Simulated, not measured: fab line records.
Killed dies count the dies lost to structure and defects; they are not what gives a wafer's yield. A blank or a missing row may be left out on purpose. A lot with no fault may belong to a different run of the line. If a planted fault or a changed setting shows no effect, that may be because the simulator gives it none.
Which tool is to blame? ; flow berkeley cmos170 ; 7 lots (21 wafers sampled), 1 step of a 331-step route

WHAT THE GAUGES SHOWED, per wafer
UCB170_PVT_OVL_MEAS_06.
lot;measured;on;PVT_OVL (nm)
L958;day 7 15:14;overlay-01;5 7 8
L959;day 7 15:30;overlay-01;-7 -7 4
L965;day 8 14:01;overlay-02;-2 -4 -6
L964;day 9 05:26;overlay-01;-2 -1 4
L968;day 9 05:50;overlay-02;-10 -12 -12
L976;day 10 11:46;overlay-01;-4 4 -1
L978;day 11 19:44;overlay-02;0 -6 -6

WHAT TOOL EACH LOT RAN ON (gives the tool, then ch and the chambers of the sampled wafers, and finally the start)
No process step before these readings appears in the record.

THE ANSWER, worked out from the rows above alone
Rule: the lots themselves supply what counts as usual. The widest of any qualifying gaps counts: lots, ordered by their means at a reading, are off when they make up no more than a third of the lots, leave a main group of 4 or more, and stand apart from it by 3 or more times the standard deviation of that group's means. The tables above print the reading to a certain number of digits; a main group whose means all agree to those digits is not used. A lot without any number at a reading at which 4 lots or more have one is off too. Where the step has rows for the other lots, those lots are counted as sound.
No lot is off at any reading shown: from this, nothing can be told.

WHAT THE SIMULATOR PUT IN
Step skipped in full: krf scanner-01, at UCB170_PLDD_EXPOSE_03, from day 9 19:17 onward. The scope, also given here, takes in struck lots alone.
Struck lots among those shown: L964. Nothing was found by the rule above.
